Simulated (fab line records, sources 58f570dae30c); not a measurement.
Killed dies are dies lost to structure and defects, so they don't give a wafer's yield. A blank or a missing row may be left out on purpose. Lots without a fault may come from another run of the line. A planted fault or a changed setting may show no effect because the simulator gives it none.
fab line records | flow berkeley_cmos170
record lots=5 wafers=15 last_day=12
route steps=331 shown CONTACT@227 M1@238 V1@254
lots that met no fault: from a run of the same line without faults
start_h: hours from the record's first day to the start of the lot's first wafer shown | wait_h: hours since the lot's step before | " the same as in the row above | L1.1+2: a row that stands for several wafers | - no value, or no start given | * or withheld: withheld | < > ~ a bound
route shown NAME@n: a module of which the file shows steps, and the number in the route of the first | usual: mean/standard deviation of fault-free wafers | same: alike in all rows | chamber/n: place in a boat | sites: the reading at each site | _std_site: their standard deviation | _edge_site: outer sites' mean less inner sites' | radius_mm: how far each site lies from the wafer's centre | mask NAME#n: copy n | behind: the tool/chamber that last shaped the wafer | hold: why the lot was held/for how many hours/how that ended | device: the transistor (n, p or np) that didn't switch | end of line: the same wafers' tests at the end of the route | a step without rows: its recipe alone | killed: dies lost to structure and defects at the first sort, not the wafer's yield | map: a wafer's dies, x killed, . not, _ none there
set.NAME: the setting as run; set.NAME@STEP: as run at that earlier step | model.NAME: the simulator's own value behind a step, which no gauge read
lots at some steps of the route; a table a step, a row a wafer
services: from which hour (start_h, from the record's first day; less than 0 if before it) a tool's chamber was out of use, for how many hours, and why
## steps
# step UCB170_CONTACT_SOFTBAKE_11
# recipe resist=KrF temp_c=130 time_s=60
# columns lot.wafer tool chamber start_h wait_h
L080.1+4+6 litho_track-01 0 - -
L082.1+2+4 litho_track-03 0 - -
L090.1+3+4 litho_track-02 0 - -
L089.2+3+6 litho_track-01 0 - -
L094.2+4+6 litho_track-03 0 - -
# step UCB170_CONTACT_EXPOSE_12
# recipe mask_id=CONT target_cd_nm=700 na=0.5 sigma_outer=0.6 source_shape=conventional dose_mj=35
# usual stage_vel_mm_s=499.95/0.27
# columns lot.wafer tool chamber start_h wait_h mask stage_vel_mm_s
L082.1 krf_scanner-01 0 - - CONT#0 500.10
L082.2 " 0 " " CONT#0 500.15
L082.4 " 0 " " CONT#0 499.83
L080.1 krf_scanner-02 0 - - CONT#0 500.07
L080.4 " 0 " " CONT#0 500.20
L080.6 " 0 " " CONT#0 500.42
L090.1 krf_scanner-01 0 223.37 - CONT#0 500.53
L090.3 " 0 " " CONT#0 500.10
L090.4 " 0 " " CONT#0 500.27
L089.2 krf_scanner-02 0 223.63 - CONT#0 499.94
L089.3 " 0 " " CONT#0 499.99
L089.6 " 0 " " CONT#0 499.66
L094.2 krf_scanner-01 0 256.12 - CONT#0 499.94
L094.4 " 0 " " CONT#0 500.35
L094.6 " 0 " " CONT#0 500.09
# step UCB170_CONTACT_PEB_13
# recipe peb_temp_c=130 peb_time_s=withheld resist=KrF
# columns lot.wafer tool chamber start_h wait_h
L082.1+2+4 litho_track-02 0 - -
L080.1+4+6 litho_track-02 0 - -
L090.1+3+4 litho_track-03 0 223.49 0.1
L089.2+3+6 litho_track-02 0 223.76 0.1
L094.2+4+6 litho_track-02 0 256.34 0.2
# step UCB170_CONTACT_DEVELOP_14
# recipe developer=TMAH develop_time_s=45 resist=KrF dev_temp_c=21
# columns lot.wafer tool chamber start_h wait_h
L082.1+2+4 litho_track-02 0 - -
L080.1+4+6 litho_track-02 0 - -
L090.1+3+4 litho_track-03 0 - -
L089.2+3+6 litho_track-02 0 - -
L094.2+4+6 litho_track-02 0 - -
# step UCB170_CONTACT_CD_MEAS_15
# recipe target_cd_nm=700
# usual cd_nm=700.1/1.4
# columns lot.wafer tool chamber start_h wait_h cd_nm
L082.1 cd_sem-01 - 185.24 - 701.9
L082.2 " - " " 701.7
L082.4 " - " " 700.8
L080.1 cd_sem-01 - 185.52 - 700.0
L080.4 " - " " 698.8
L080.6 " - " " 700.6
L090.1 cd_sem-02 - 223.76 - 697.8
L090.3 " - " " 697.9
L090.4 " - " " 697.4
L089.2 cd_sem-02 - 224.03 - 699.6
L089.3 " - " " 699.4
L089.6 " - " " 699.3
L094.2 cd_sem-02 - 256.61 - 696.7
L094.4 " - " " 697.8
L094.6 " - " " 698.3
# step UCB170_CONTACT_OVL_MEAS_16
# usual CONTACT_OVL=2/5.4
# columns lot.wafer tool chamber start_h wait_h CONTACT_OVL[nm]
L082.1 overlay-02 - 185.36 0.1 -6
L082.2 " - " " -1
L082.4 " - " " -2
L080.1 overlay-01 - 185.64 0.1 3
L080.4 " - " " 4
L080.6 " - " " 3
L090.1 overlay-02 - 223.88 0.1 7
L090.3 " - " " 10
L090.4 " - " " 7
L089.2 overlay-01 - 224.13 0.1 1
L089.3 " - " " 7
L089.6 " - " " 4
L094.2 overlay-01 - 256.71 0.1 -9
L094.4 " - " " -3
L094.6 " - " " -5
# step UCB170_CONTACT_ETCH_17
# recipe chemistry=N2/H2 target_depth_a=withheld overetch_a=withheld target=BARC time_s=withheld source_w=500 bias_w=100 pressure_mtorr=30 n2_flow_sccm=100 h2_flow_sccm=200
# usual drypump_motor_current_A=5.6/0.51 oes_product_au=1.004/0.026 throttle_valve_pct=13.22/0.12
# columns lot.wafer tool chamber start_h wait_h drypump_motor_current_A oes_product_au throttle_valve_pct
L082.1 rie_diel-02 2 185.40 0.0 5.0 0.991 13.19
L082.2 " 0 " " 4.8 1.010 13.28
L082.4 " 3 " " 5.0 0.948 13.04
L080.1 rie_diel-01 2 185.67 0.0 5.9 1.056 13.15
L080.4 " 0 " " 5.7 1.007 13.13
L080.6 " 1 " " 5.6 0.977 13.18
L090.1 rie_diel-04 1 223.92 0.0 6.0 1.006 13.50
L090.3 " 3 " " 5.3 1.016 13.21
L090.4 " 0 " " 6.3 1.036 13.43
L089.2 rie_diel-01 2 224.16 0.0 5.9 1.049 13.15
L089.3 " 0 " " 5.7 1.006 13.12
L089.6 " 0 " " 5.7 1.008 13.13
L094.2 rie_diel-04 3 256.74 0.0 5.3 1.034 13.20
L094.4 " 0 " " 6.3 1.026 13.42
L094.6 " 2 " " 5.8 0.993 13.33
# step UCB170_CONTACT_ETCH_18
# recipe chemistry=CHF3/CF4/Ar target=PSG stop_on=TiSi2 CHF3_flow_sccm=45 cf4_flow_sccm=15 Ar_flow_sccm=150 pressure_mtorr=200 rf_w=700 target_depth_a=8400 over_etch_frac=0.2 time_s=195
# usual drypump_motor_current_A=5.6/0.51 mfc_ar_sccm=150.0/0.45 oes_product_au=0.894/0.015 throttle_valve_pct=6.90/0.07
# columns lot.wafer tool chamber start_h wait_h drypump_motor_current_A mfc_ar_sccm oes_product_au rf_hours_counter_h throttle_valve_pct
L082.1 rie_diel-02 2 - - 5.0 149.8 0.911 8 7.00
L082.2 " 0 " " 4.8 150.5 0.902 145 7.00
L082.4 " 3 " " 5.0 150.0 0.863 - 6.86
L080.1 rie_diel-01 2 - - 5.9 150.4 0.917 53 6.93
L080.4 " 0 " " 5.7 150.0 0.904 125 6.80
L080.6 " 1 " " 5.6 150.1 0.877 - 6.84
L090.1 rie_diel-04 1 - - 6.0 150.1 0.911 101 6.93
L090.3 " 3 " " 5.3 149.4 0.897 11 6.86
L090.4 " 0 " " 6.2 150.1 0.903 54 6.99
L089.2 rie_diel-01 2 - - 5.9 149.9 0.911 55 6.92
L089.3 " 0 " " 5.7 149.8 0.888 127 6.80
L089.6 " 0 " " 5.7 150.1 0.899 - 6.81
L094.2 rie_diel-04 3 - - 5.3 149.8 0.909 13 6.86
L094.4 " 0 " " 6.3 150.6 0.909 57 6.98
L094.6 " 2 " " 5.8 149.6 0.880 - 6.93
# step UCB170_CONTACT_STRIP_19
# recipe chemistry=O2 power_w=400 pressure_mtorr=3500 platen_temp_c=withheld o2_flow_sccm=400 overash_fraction=0.5
# usual drypump_motor_current_A=5.3/0.5 oes_product_au=0.726/0.0042
# same overash_fraction=0.5
# columns lot.wafer tool chamber start_h wait_h drypump_motor_current_A oes_product_au rf_hours_counter_h
L082.1 plasma_asher-02 1 185.57 - 6.0 0.727 7
L082.2 " 0 " " 5.8 0.726 7
L082.4 " 0 " " 5.8 0.725 -
L080.1 plasma_asher-03 0 185.84 - 5.0 0.732 39
L080.4 " 0 " " 5.0 0.728 -
L080.6 " 1 " " 4.9 0.731 -
L090.1 plasma_asher-01 0 224.09 - 5.3 0.726 52
L090.3 " 0 " " 5.3 0.722 -
L090.4 " 1 " " 4.6 0.728 -
L089.2 plasma_asher-02 0 224.33 - 5.8 0.728 12
L089.3 " 0 " " 5.8 0.719 -
L089.6 " 1 " " 6.0 0.722 -
L094.2 plasma_asher-01 1 256.91 - 4.6 0.725 56
L094.4 " 0 " " 5.3 0.729 -
L094.6 " 0 " " 5.3 0.724 -
# step UCB170_CONTACT_CD_MEAS_90
# recipe target_cd_nm=700
# usual cd_nm=700.2/2.1
# columns lot.wafer tool chamber start_h wait_h cd_nm
L082.1 cd_sem-01 - 185.76 0.2 700.4
L082.2 " - " " 702.1
L082.4 " - " " 699.3
L080.1 cd_sem-01 - 186.00 0.1 701.0
L080.4 " - " " 700.6
L080.6 " - " " 699.7
L090.1 cd_sem-01 - 224.19 0.1 697.5
L090.3 " - " " 699.4
L090.4 " - " " 697.8
L089.2 cd_sem-02 - 224.45 0.1 701.4
L089.3 " - " " 702.8
L089.6 " - " " 701.7
L094.2 cd_sem-01 - 257.03 0.1 697.1
L094.4 " - " " 697.2
L094.6 " - " " 696.3
# step UCB170_CONTACT_CLEAN_20
# recipe chemistry=SPM temp_c=120 time_s=600
# columns lot.wafer tool chamber start_h wait_h
L082.1+2+4 wet_bench-03 3 185.88 0.1
L080.1+4+6 wet_bench-04 3 186.12 0.1
L090.1+3+4 wet_bench-03 2 224.34 0.1
L089.2+3+6 wet_bench-03 2 224.71 0.2
L094.2+4+6 wet_bench-04 1 257.13 0.1
# step UCB170_M1_SPUTTER_00
# recipe material=Al target_thk_nm=600 time_s=80 power_w=6000 chamber_pressure_pa=0.5
# usual throttle_valve_pct=30.5/1.4
# columns lot.wafer tool chamber start_h wait_h throttle_valve_pct
L082.1 pvd_sputter-04 - 186.23 0.0 30.6
L082.2 " - " " 29.6
L082.4 " - " " 28.5
L080.1 pvd_sputter-04 - 186.29 0.0 28.2
L080.4 " - " " 30.6
L080.6 " - " " 29.7
L090.1 pvd_sputter-02 - 224.51 0.0 31.5
L090.3 " - " " 30.1
L090.4 " - " " 32.2
L089.2 pvd_sputter-03 - 224.88 0.0 29.3
L089.3 " - " " 30.7
L089.6 " - " " 30.7
L094.2 pvd_sputter-03 - 257.31 0.0 30.9
L094.4 " - " " 29.1
L094.6 " - " " 29.2
# step UCB170_M1_RS_MEAS_01
# recipe thk_meas_gauge=four-point-probe reads=Al_of_M1_SPUTTER_00
# usual M1_AL_RS=0.0485/0.00072
# columns lot.wafer tool chamber start_h wait_h M1_AL_RS[ohm/sq]
L082.1 film_metro-02 - 186.29 0.0 0.0492
L082.2 " - " " 0.0485
L082.4 " - " " 0.0493
L080.1 film_metro-04 - 186.35 0.0 0.0492
L080.4 " - " " 0.0491
L080.6 " - " " 0.0486
L090.1 film_metro-04 - 224.57 0.0 0.0488
L090.3 " - " " 0.0491
L090.4 " - " " 0.0488
L089.2 film_metro-04 - 224.96 0.1 0.0497
L089.3 " - " " 0.0499
L089.6 " - " " 0.0501
L094.2 film_metro-04 - 257.39 0.1 0.0493
L094.4 " - " " 0.0493
L094.6 " - " " 0.0490
# step UCB170_M1_THK_MEAS_02
# recipe thk_meas_gauge=xrf reads=Al_of_M1_SPUTTER_00
# usual M1_AL_THK=604/11
# columns lot.wafer tool chamber start_h wait_h M1_AL_THK[nm]
L082.1 film_metro-02 - 186.41 0.1 600
L082.2 " - " " 611
L082.4 " - " " 601
L080.1 film_metro-04 - 186.47 0.1 595
L080.4 " - " " 598
L080.6 " - " " 602
L090.1 film_metro-04 - 224.69 0.1 597
L090.3 " - " " 594
L090.4 " - " " 598
L089.2 film_metro-04 - 225.07 0.1 581
L089.3 " - " " 583
L089.6 " - " " 581
L094.2 film_metro-04 - 257.50 0.1 591
L094.4 " - " " 591
L094.6 " - " " 594
# step UCB170_M1_COAT_03
# recipe resist=BARC temp_c=withheld time_s=withheld spin_rpm=3000 resist_thk_nm=withheld
# columns lot.wafer tool chamber start_h wait_h
L082.1+2+4 litho_track-03 0 187.11 0.7
L080.1+4+6 litho_track-04 0 187.43 0.9
L090.1+3+4 litho_track-01 0 224.83 0.1
L089.2+3+6 litho_track-04 0 225.15 0.1
L094.2+4+6 litho_track-03 0 257.96 0.5
# step UCB170_M1_COAT_04
# recipe resist=KrF spin_rpm=1500 resist_thk_nm=900
# columns lot.wafer tool chamber start_h wait_h
L082.1+2+4 litho_track-03 0 - -
L080.1+4+6 litho_track-04 0 - -
L090.1+3+4 litho_track-01 0 - -
L089.2+3+6 litho_track-04 0 - -
L094.2+4+6 litho_track-03 0 - -
# step UCB170_M1_SOFTBAKE_05
# recipe resist=KrF temp_c=130 time_s=60
# columns lot.wafer tool chamber start_h wait_h
L082.1+2+4 litho_track-03 0 - -
L080.1+4+6 litho_track-04 0 - -
L090.1+3+4 litho_track-01 0 - -
L089.2+3+6 litho_track-04 0 - -
L094.2+4+6 litho_track-03 0 - -
# step UCB170_M1_EXPOSE_06
# recipe mask_id=METAL1 target_cd_nm=700 na=0.5 sigma_outer=0.6 source_shape=conventional dose_mj=21
# usual stage_vel_mm_s=500.10/0.29
# columns lot.wafer tool chamber start_h wait_h mask stage_vel_mm_s
L082.1 krf_scanner-01 0 - - METAL1#0 499.78
L082.2 " 0 " " METAL1#0 499.90
L082.4 " 0 " " METAL1#0 499.93
L080.1 krf_scanner-02 0 - - METAL1#0 500.42
L080.4 " 0 " " METAL1#0 499.84
L080.6 " 0 " " METAL1#0 500.44
L090.1 krf_scanner-01 0 225.40 - METAL1#0 499.90
L090.3 " 0 " " METAL1#0 500.19
L090.4 " 0 " " METAL1#0 499.73
L089.2 krf_scanner-01 0 225.59 - METAL1#0 500.26
L089.3 " 0 " " METAL1#0 500.47
L089.6 " 0 " " METAL1#0 500.16
L094.2 krf_scanner-01 0 258.53 - METAL1#0 499.98
L094.4 " 0 " " METAL1#0 500.23
L094.6 " 0 " " METAL1#0 499.99
# step UCB170_M1_PEB_07
# recipe peb_temp_c=130 peb_time_s=withheld resist=KrF
# columns lot.wafer tool chamber start_h wait_h
L082.1+2+4 litho_track-04 0 - -
L080.1+4+6 litho_track-01 0 - -
L090.1+3+4 litho_track-04 0 225.57 0.2
L089.2+3+6 litho_track-03 0 225.85 0.2
L094.2+4+6 litho_track-03 0 258.86 0.3
# step UCB170_M1_DEVELOP_08
# recipe developer=TMAH develop_time_s=45 resist=KrF dev_temp_c=21
# columns lot.wafer tool chamber start_h wait_h
L082.1+2+4 litho_track-04 0 - -
L080.1+4+6 litho_track-01 0 - -
L090.1+3+4 litho_track-04 0 - -
L089.2+3+6 litho_track-03 0 - -
L094.2+4+6 litho_track-03 0 - -
# step UCB170_M1_CD_MEAS_09
# recipe target_cd_nm=700
# usual cd_nm=700.1/1.1
# columns lot.wafer tool chamber start_h wait_h cd_nm
L082.1 cd_sem-02 - 189.33 - 699.5
L082.2 " - " " 699.8
L082.4 " - " " 701.1
L080.1 cd_sem-01 - 189.36 - 700.7
L080.4 " - " " 700.9
L080.6 " - " " 700.2
L090.1 cd_sem-01 - 225.85 - 700.2
L090.3 " - " " 699.7
L090.4 " - " " 699.9
L089.2 cd_sem-01 - 226.12 - 703.0
L089.3 " - " " 703.0
L089.6 " - " " 701.4
L094.2 cd_sem-01 - 259.13 - 701.7
L094.4 " - " " 700.8
L094.6 " - " " 700.7
# step UCB170_M1_OVL_MEAS_10
# usual M1_OVL=-2/5.6
# columns lot.wafer tool chamber start_h wait_h M1_OVL[nm]
L082.1 overlay-01 - 189.45 0.1 1
L082.2 " - " " 9
L082.4 " - " " 1
L080.1 overlay-02 - 189.48 0.1 -3
L080.4 " - " " -7
L080.6 " - " " -6
L090.1 overlay-01 - 225.97 0.1 -2
L090.3 " - " " 1
L090.4 " - " " 3
L089.2 overlay-01 - 226.22 0.1 8
L089.3 " - " " 3
L089.6 " - " " 8
L094.2 overlay-02 - 259.24 0.1 -4
L094.4 " - " " -6
L094.6 " - " " -7
# step UCB170_M1_ETCH_11
# recipe chemistry=N2/H2 target_depth_a=withheld overetch_a=withheld target=BARC time_s=withheld source_w=500 bias_w=100 pressure_mtorr=30 n2_flow_sccm=100 h2_flow_sccm=200
# usual drypump_motor_current_A=5.5/0.47 oes_product_au=1.001/0.025 throttle_valve_pct=13.25/0.17
# columns lot.wafer tool chamber start_h wait_h drypump_motor_current_A oes_product_au throttle_valve_pct
L082.1 rie_diel-04 3 189.49 0.0 5.3 1.032 13.19
L082.2 " 0 " " 6.3 1.033 13.41
L082.4 " 1 " " 6.0 1.009 13.50
L080.1 rie_diel-02 2 189.52 0.0 4.9 0.992 13.20
L080.4 " 3 " " 5.0 0.949 13.04
L080.6 " 0 " " 4.9 1.019 13.27
L090.1 rie_diel-04 3 226.01 0.0 5.3 1.015 13.22
L090.3 " 0 " " 6.3 1.027 13.41
L090.4 " 3 " " 5.3 1.023 13.20
L089.2 rie_diel-02 0 226.25 0.0 4.9 1.016 13.27
L089.3 " 3 " " 5.0 0.951 13.04
L089.6 " 0 " " 4.8 1.005 13.26
L094.2 rie_diel-02 0 259.27 0.0 4.8 1.004 13.25
L094.4 " 0 " " 4.8 1.013 13.27
L094.6 " 2 " " 5.0 1.001 13.19
# step UCB170_M1_METAL_ETCH_12
# recipe chemistry=Cl2/BCl3 target=Al stop_on=PSG pressure_mtorr=12 target_depth_a=7800 over_etch_frac=0.3 time_s=130 icp_w=600 bias_w=120 Cl2_flow_sccm=90 bcl3_flow_sccm=45
# usual drypump_motor_current_A=5.6/0.39 oes_product_au=0.846/0.012 throttle_valve_pct=24.44/0.15
# columns lot.wafer tool chamber start_h wait_h drypump_motor_current_A oes_product_au rf_hours_counter_h throttle_valve_pct
L082.1 rie_metal-03 1 189.53 - 5.4 0.852 6 24.57
L082.2 " 0 " " 5.4 0.841 15 24.18
L082.4 " 0 " " 5.4 0.828 - 24.19
L080.1 rie_metal-02 0 189.56 - 5.8 0.842 1 24.34
L080.4 " 0 " " 5.8 0.840 - 24.33
L080.6 " 0 " " 5.8 0.842 - 24.34
L090.1 rie_metal-01 1 226.05 - 4.8 0.842 8 24.61
L090.3 " 1 " " 4.8 0.846 - 24.62
L090.4 " 0 " " 6.2 0.844 - 24.41
L089.2 rie_metal-03 0 226.29 - 5.4 0.830 16 24.18
L089.3 " 0 " " 5.4 0.822 - 24.19
L089.6 " 1 " " 5.4 0.848 - 24.58
L094.2 rie_metal-01 0 259.31 - 6.2 0.828 1 24.43
L094.4 " 1 " " 4.8 0.843 - 24.62
L094.6 " 0 " " 6.2 0.835 - 24.43
# step UCB170_M1_STRIP_13
# recipe chemistry=O2 power_w=400 pressure_mtorr=3500 platen_temp_c=withheld o2_flow_sccm=400 overash_fraction=0.5
# usual drypump_motor_current_A=5.6/0.58 oes_product_au=0.720/0.0047
# same overash_fraction=0.5
# columns lot.wafer tool chamber start_h wait_h drypump_motor_current_A oes_product_au rf_hours_counter_h
L082.1 plasma_asher-04 1 189.66 0.1 6.4 0.715 45
L082.2 " 0 " " 5.6 0.715 45
L082.4 " 0 " " 5.6 0.722 -
L080.1 plasma_asher-01 0 189.69 0.1 5.3 0.720 49
L080.4 " 1 " " 4.6 0.722 -
L080.6 " 0 " " 5.3 0.711 -
L090.1 plasma_asher-04 1 226.18 0.1 6.4 0.716 49
L090.3 " 0 " " 5.7 0.717 -
L090.4 " 1 " " 6.4 0.717 -
L089.2 plasma_asher-04 0 226.43 0.1 5.7 0.722 49
L089.3 " 1 " " 6.4 0.724 -
L089.6 " 1 " " 6.4 0.719 -
L094.2 plasma_asher-04 1 259.44 0.1 6.4 0.715 53
L094.4 " 1 " " 6.4 0.722 -
L094.6 " 1 " " 6.4 0.722 -
# step UCB170_M1_CD_MEAS_90
# recipe target_cd_nm=700
# usual cd_nm=699.6/2.7
# columns lot.wafer tool chamber start_h wait_h cd_nm
L082.1 cd_sem-01 - 189.76 0.1 701.7
L082.2 " - " " 702.3
L082.4 " - " " 705.1
L080.1 cd_sem-02 - 189.79 0.1 698.2
L080.4 " - " " 699.3
L080.6 " - " " 695.8
L090.1 cd_sem-01 - 226.28 0.1 696.6
L090.3 " - " " 696.4
L090.4 " - " " 701.6
L089.2 cd_sem-01 - 226.55 0.1 706.6
L089.3 " - " " 707.9
L089.6 " - " " 702.0
L094.2 cd_sem-01 - 259.56 0.1 702.0
L094.4 " - " " 696.6
L094.6 " - " " 701.9
# step UCB170_M1_ANNEAL_14
# recipe temp_c=400 time_s=1200 ambient=forming_gas
# usual spike_tc_source_C=415/4.5 zone_power_load_pct=5.8/0.39
# columns lot.wafer tool chamber start_h wait_h spike_tc_source_C zone_power_load_pct
L080.1 - - 191.92 2.1 412 5.6
L080.4 " - " " 412 5.8
L080.6 " - " " 412 5.6
L082.1 - - 191.92 2.1 412 5.7
L082.2 " - " " 412 5.7
L082.4 " - " " 410 5.6
L089.2 - - 230.29 3.7 420 6.2
L089.3 " - " " 421 6.2
L089.6 " - " " 419 6.1
L090.1 - - 230.29 4.0 419 6.1
L090.3 " - " " 421 6.1
L090.4 " - " " 419 6.1
L094.2 - - 260.45 0.9 410 5.1
L094.4 " - " " 412 5.2
L094.6 " - " " 412 5.1
# step UCB170_V1_CVD_00
# recipe material=SiO2 target_thk_nm=2000 temp_c=390 precursor=TEOS/O2 time_s=250 rf_w=550 pressure_mtorr=9000
# usual heater_power_w=258/56 susceptor_temp_C=390.04/0.22
# columns lot.wafer tool chamber start_h wait_h heater_power_w since_wet_clean_h susceptor_temp_C
L080.1 pecvd-04 1 193.25 0.0 327 379 390.14
L080.4 " 1 " " 233 - 390.04
L080.6 " 0 " " 195 - 390.27
L082.1 pecvd-02 0 193.25 0.0 345 272 390.31
L082.2 " 2 " " 222 272 390.09
L082.4 " 1 " " 275 - 389.81
L089.2 pecvd-04 0 231.62 0.0 255 417 389.63
L089.3 " 2 " " 265 417 389.80
L089.6 " 1 " " 336 - 389.98
L090.1 pecvd-03 0 231.62 0.0 264 82 389.81
L090.3 " 1 " " 336 82 389.94
L090.4 " 1 " " 251 - 389.53
L094.2 pecvd-04 0 261.78 0.0 277 5 389.85
L094.4 " 2 " " 288 - 389.93
L094.6 " 1 " " 240 - 390.15
# step UCB170_V1_THK_MEAS_01
# recipe reads=SiO2_of_V1_CVD_00
# usual V1_TEOS_THK=1990/28
# columns lot.wafer tool chamber start_h wait_h V1_TEOS_THK[nm]
L082.1 film_metro-01 - 193.40 0.1 1947
L082.2 " - " " 1957
L082.4 " - " " 1973
L080.1 film_metro-01 - 193.48 0.2 1958
L080.4 " - " " 2001
L080.6 " - " " 1995
L090.1 film_metro-01 - 231.78 0.1 1962
L090.3 " - " " 1941
L090.4 " - " " 2003
L089.2 film_metro-03 - 231.79 0.1 1971
L089.3 " - " " 1994
L089.6 " - " " 2018
L094.2 film_metro-01 - 261.95 0.1 1962
L094.4 " - " " 2008
L094.6 " - " " 1988
# step UCB170_V1_CMP_02
# recipe material=SiO2 down_force_psi=6 platen_rpm=60 pad_velocity_m_s=0.75398
# usual motor_current_A=16.0/1.4
# columns lot.wafer tool chamber start_h wait_h motor_current_A
L082.4 cmp-02 0 193.46 0.0 13.5
L082.1 " 2 " " 17.6
L082.2 " 3 " " 14.9
L080.1 cmp-01 3 193.54 0.1 15.9
L080.4 " 1 " " 16.0
L080.6 " 3 " " 15.0
L089.3 cmp-02 0 231.84 0.0 14.1
L089.2 " 1 " " 17.8
L089.6 " 0 " " 13.7
L090.1 cmp-01 0 232.14 0.3 15.1
L090.3 " 1 " " 17.1
L090.4 " 2 " " 17.1
L094.4 cmp-01 1 262.30 0.3 16.5
L094.2 " 3 " " 15.6
L094.6 " 2 " " 16.0
# step UCB170_V1_BOW_MEAS_03
# recipe mode=bow
# usual V1_BOW=21/7.2
# columns lot.wafer tool chamber start_h wait_h V1_BOW[um]
L082.1 film_metro-02 - 193.76 0.1 20
L082.2 " - " " 22
L082.4 " - " " 17
L080.1 film_metro-03 - 193.84 0.2 22
L080.4 " - " " 23
L080.6 " - " " 10
L089.2 film_metro-02 - 232.16 0.2 18
L089.3 " - " " 21
L089.6 " - " " 15
L090.1 film_metro-03 - 232.44 0.2 28
L090.3 " - " " 24
L090.4 " - " " 20
L094.2 film_metro-01 - 262.62 0.2 11
L094.4 " - " " 10
L094.6 " - " " 24
# step UCB170_V1_THK_MEAS_04
# recipe reads=SiO2_of_V1_CVD_00
# usual V1_POLISHED_THK=1000.3/1.1
# columns lot.wafer tool chamber start_h wait_h V1_POLISHED_THK[nm]
L082.1 film_metro-02 - 193.88 0.1 1000.0
L082.2 " - " " 1000.0
L082.4 " - " " 998.5
L080.1 film_metro-03 - 193.96 0.1 998.9
L080.4 " - " " 997.6
L080.6 " - " " 997.4
L089.2 film_metro-02 - 232.27 0.1 1000.9
L089.3 " - " " 1000.6
L089.6 " - " " 1000.1
L090.1 film_metro-03 - 232.56 0.1 1001.5
L090.3 " - " " 1000.3
L090.4 " - " " 1001.5
L094.2 film_metro-01 - 262.73 0.1 999.9
L094.4 " - " " 998.8
L094.6 " - " " 999.8
# step UCB170_V1_CLEAN_05
# recipe chemistry=DIW
# columns lot.wafer tool chamber start_h wait_h
L080.1+4+6 wet_bench-04 0 195.91 1.9
L082.1+2+4 wet_bench-04 3 195.91 2.0
L089.2+3+6 wet_bench-04 2 232.32 0.0
L090.1+3+4 wet_bench-04 3 232.62 0.1
L094.2+4+6 wet_bench-01 3 263.61 0.9
# step UCB170_V1_HMDS_06
# recipe prime_time_s=60 prime_temp_c=100
# columns lot.wafer tool chamber start_h wait_h
L082.1+2+4 litho_track-04 0 196.09 0.0
L080.1+4+6 litho_track-02 0 196.26 0.2
L089.2+3+6 litho_track-02 0 233.23 0.7
L090.1+3+4 litho_track-04 0 233.27 0.5
L094.2+4+6 litho_track-04 0 263.81 0.0
# step UCB170_V1_COAT_07
# recipe resist=KrF spin_rpm=1500 resist_thk_nm=900
# columns lot.wafer tool chamber start_h wait_h
L082.1+2+4 litho_track-04 0 196.24 0.1
L080.1+4+6 litho_track-02 0 196.41 0.1
L089.2+3+6 litho_track-02 0 233.38 0.1
L090.1+3+4 litho_track-04 0 233.42 0.1
L094.2+4+6 litho_track-04 0 263.96 0.1
# step UCB170_V1_SOFTBAKE_08
# recipe resist=KrF temp_c=130 time_s=60
# columns lot.wafer tool chamber start_h wait_h
L082.1+2+4 litho_track-04 0 196.39 0.1
L080.1+4+6 litho_track-02 0 196.56 0.1
L089.2+3+6 litho_track-02 0 233.53 0.1
L090.1+3+4 litho_track-04 0 233.57 0.1
L094.2+4+6 litho_track-04 0 264.11 0.1
# step UCB170_V1_EXPOSE_09
# recipe mask_id=VIA1 target_cd_nm=700 na=0.5 sigma_outer=0.6 source_shape=conventional dose_mj=37
# usual stage_vel_mm_s=499.95/0.28
# columns lot.wafer tool chamber start_h wait_h mask stage_vel_mm_s
L082.1 krf_scanner-02 0 196.66 0.2 VIA1#0 499.39
L082.2 " 0 " " VIA1#0 499.62
L082.4 " 0 " " VIA1#0 499.73
L080.1 krf_scanner-01 0 196.90 0.3 VIA1#0 500.31
L080.4 " 0 " " VIA1#0 500.29
L080.6 " 0 " " VIA1#0 500.51
L089.2 krf_scanner-01 0 233.68 0.1 VIA1#0 500.03
L089.3 " 0 " " VIA1#0 500.07
L089.6 " 0 " " VIA1#0 499.97
L090.1 krf_scanner-02 0 233.90 0.3 VIA1#0 500.34
L090.3 " 0 " " VIA1#0 500.13
L090.4 " 0 " " VIA1#0 500.03
L094.2 krf_scanner-02 0 - - VIA1#0 500.20
L094.4 " 0 " " VIA1#0 499.96
L094.6 " 0 " " VIA1#0 500.05
# step UCB170_V1_PEB_10
# recipe peb_temp_c=130 peb_time_s=withheld resist=KrF
# columns lot.wafer tool chamber start_h wait_h
L082.1+2+4 litho_track-04 0 197.01 0.3
L080.1+4+6 litho_track-04 0 197.28 0.4
L089.2+3+6 litho_track-04 0 234.02 0.3
L090.1+3+4 litho_track-03 0 234.09 0.2
L094.2+4+6 litho_track-02 0 - -
# step UCB170_V1_DEVELOP_11
# recipe developer=TMAH develop_time_s=45 resist=KrF dev_temp_c=21
# columns lot.wafer tool chamber start_h wait_h
L082.1+2+4 litho_track-04 0 - -
L080.1+4+6 litho_track-04 0 - -
L089.2+3+6 litho_track-04 0 - -
L090.1+3+4 litho_track-03 0 - -
L094.2+4+6 litho_track-02 0 - -
# step UCB170_V1_CD_MEAS_12
# recipe target_cd_nm=700
# usual cd_nm=699.8/1.3
# columns lot.wafer tool chamber start_h wait_h cd_nm
L082.1 cd_sem-02 - 197.28 - 699.6
L082.2 " - " " 699.7
L082.4 " - " " 699.9
L080.1 cd_sem-02 - 197.56 - 700.3
L080.4 " - " " 697.8
L080.6 " - " " 699.8
L089.2 cd_sem-01 - 234.31 - 701.7
L089.3 " - " " 701.0
L089.6 " - " " 702.0
L090.1 cd_sem-02 - 234.45 - 701.5
L090.3 " - " " 702.6
L090.4 " - " " 701.2
L094.2 cd_sem-02 - 265.88 - 697.8
L094.4 " - " " 697.9
L094.6 " - " " 697.9
## services
# columns tool chamber start_h hours kind
plasma_asher-04 - 167.26 5.8 repair
rie_metal-01 0 172.36 7.9 repair
cmp-01 - 174.17 7.3 pm
plasma_asher-01 - 176.79 3.4 repair
rie_metal-03 1 178.47 8.0 repair
pecvd-04 2 189.12 6.1 repair
rie_diel-04 3 189.82 8.7 repair
furnace-03 - 201.02 3.5 pm
cmp-01 - 206.75 2.7 repair
furnace-04 - 206.87 1.8 pm
rie_diel-02 3 207.45 8.0 repair
cmp-01 - 207.59 0.6 repair
plasma_asher-01 - 211.97 2.7 repair
furnace-03 - 223.41 4.1 pm
cmp-01 - 223.74 6.1 pm
rie_diel-04 1 225.07 9.6 repair
furnace-04 - 225.67 4.6 pm
krf_scanner-01 - 225.79 1.0 pm
rie_diel-04 - 231.33 0.4 repair
krf_scanner-01 - 238.09 3.6 pm
pecvd-04 - 242.50 14.0 pm
krf_scanner-02 - 255.98 1.0 pm
krf_scanner-01 - 261.55 3.0 pm
cmp-01 - 264.98 2.9 repair
## key
fault none
